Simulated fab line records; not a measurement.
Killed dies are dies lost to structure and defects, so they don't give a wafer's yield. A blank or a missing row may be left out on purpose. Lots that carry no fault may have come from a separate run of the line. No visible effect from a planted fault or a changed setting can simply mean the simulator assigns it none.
Which tool was responsible?    flow rit-cmos    39 wafers from 13 lots sampled at 4 of the route's 202 steps

## WHAT EACH GAUGE READ, for each wafer
RIT_CONTACT_CD_MEAS_90 targets a cd of 1000 nm. Usual: cd-nm at 1000.6 nm, with a standard deviation of 1.6.
lot   measured     on         cd-nm (nm)            flag
L518  day 4 00:59  cd-sem-01  997.3 998.9 1000.2    
L519  day 4 07:38  cd-sem-01  1000.6 1002.2 998.2   
L521  day 4 12:59  cd-sem-01  1000.7 1001.6 1001.0  
L523  day 4 17:38  cd-sem-01  1002.6 1003.6 1001.2  
L526  day 5 05:25  cd-sem-02  1000.7 1000.1 1000.8  
L530  day 5 22:46  cd-sem-02  1004.0 1002.1 1000.7  
L531  day 6 03:55  cd-sem-02  999.2 1000.1 999.8    
L532  day 6 10:37  cd-sem-01  1000.7 1000.3 998.8   
L535  day 7 01:35  cd-sem-01  1002.4 1003.2 1003.9  
L536  day 7 05:27  cd-sem-01  1001.4 1003.5 1002.1  
L537  day 7 10:55  cd-sem-02  999.7 1000.4 997.2    
L539  day 7 23:49  cd-sem-01  998.1 1001.3 1000.7   
L541  day 8 04:10  cd-sem-01  997.2 998.2 998.3     

RIT_M1_OVL_MEAS_10. Usual: M1_OVL gives -0.3 nm (standard deviation 1.2).
lot   measured     on          M1_OVL (nm)     flag
L518  day 4 03:02  overlay-02  0.0 -0.8 -2.3   
L519  day 4 09:43  overlay-02  0.5 -0.7 -1.5   
L521  day 4 15:19  overlay-02  0.3 0.1 2.1     
L523  day 4 19:43  overlay-01  0.0 -0.3 -1.3   
L526  day 5 07:22  overlay-01  -0.7 1.3 -1.3   
L530  day 6 00:49  overlay-01  -0.8 -0.1 0.4   
L531  day 6 05:51  overlay-02  -2.9 -1.4 -1.1  
L532  day 6 12:47  overlay-01  -1.5 -0.9 0.0   
L535  day 7 03:41  overlay-02  1.0 2.1 1.6     
L536  day 7 07:31  overlay-02  1.3 -1.6 1.4    
L537  day 7 12:50  overlay-02  -0.2 -2.3 0.5   
L539  day 8 01:46  overlay-01  -0.9 -0.2 -2.0  
L541  day 8 06:07  overlay-02  -2.3 -1.7 0.3   

## EACH LOT AND THE TOOL THAT RAN IT (in order: tool; ch and the chambers of the sampled wafers; start)
lot   RIT_PWELL_EXPOSE_03                 RIT_M1_SPUTTER_00
L518  iline-stepper-01 ch 0, day 2 07:35  pvd-sputter-03, day 4 01:25
L519  iline-stepper-02 ch 0, day 2 14:47  pvd-sputter-02, day 4 08:06
L521  iline-stepper-01 ch 0, day 3 00:29  pvd-sputter-02, day 4 13:27
L523  iline-stepper-02 ch 0, day 3 06:49  pvd-sputter-03, day 4 18:07
L526  iline-stepper-02 ch 0, day 3 19:26  pvd-sputter-03, day 5 05:53
L530  iline-stepper-01 ch 0, day 4 12:54  pvd-sputter-03, day 5 23:13
L531  iline-stepper-01 ch 0, day 4 16:55  pvd-sputter-02, day 6 04:22
L532  iline-stepper-01 ch 0, day 4 22:23  pvd-sputter-03, day 6 11:04
L535  iline-stepper-02 ch 0, day 5 11:58  pvd-sputter-02, day 7 02:05
L536  iline-stepper-02 ch 0, day 5 21:12  pvd-sputter-03, day 7 05:55
L537  iline-stepper-01 ch 0, day 5 23:27  pvd-sputter-03, day 7 11:22
L539  iline-stepper-02 ch 0, day 6 14:05  pvd-sputter-03, day 8 00:17
L541  iline-stepper-02 ch 0, day 6 19:30  pvd-sputter-03, day 8 04:37
- RIT_PWELL_EXPOSE_03: exposes mask M3, target cd 43700 nm.
- RIT_M1_SPUTTER_00: material Al, target thk 400 nm, time 500 s.

## AS READ BY THE TOOLS THEMSELVES (means over the sampled wafers that have a number; for cases with no such wafer, the mark the record gives instead)
RIT_M1_SPUTTER_00. Usual: throttle-valve-pct at 30.2 %, with a standard deviation of 0.98.
lot   tool            throttle-valve-pct (%)  flag
L518  pvd-sputter-03  30.2                    
L519  pvd-sputter-02  30.9                    
L521  pvd-sputter-02  30.2                    
L523  pvd-sputter-03  30.9                    
L526  pvd-sputter-03  30.5                    
L530  pvd-sputter-03  29.9                    
L531  pvd-sputter-02  29.9                    
L532  pvd-sputter-03  29.5                    
L535  pvd-sputter-02  30.3                    
L536  pvd-sputter-03  30.3                    
L537  pvd-sputter-03  30.3                    
L539  pvd-sputter-03  30.4                    
L541  pvd-sputter-03  30.3                    

## THE ANSWER, worked out from the rows above alone
Rule: a lot is off if the mean of its wafers that have a number lies more than 3 standard deviations from the usual mean. Also off: a lot with no number at a reading for which 4 or more lots have one. Where the step has rows for the other lots, those lots are counted as sound. The gauges are gone through in route order, then the tools' own readings, and for those a lot's mean is taken as printed above. At the first step where some lot is off, the reading lying furthest off is the one used; lots without a number count as furthest.
No lot is off on any of the readings shown, so nothing can be concluded from this.

## WHAT WAS PUT IN BY THE SIMULATOR
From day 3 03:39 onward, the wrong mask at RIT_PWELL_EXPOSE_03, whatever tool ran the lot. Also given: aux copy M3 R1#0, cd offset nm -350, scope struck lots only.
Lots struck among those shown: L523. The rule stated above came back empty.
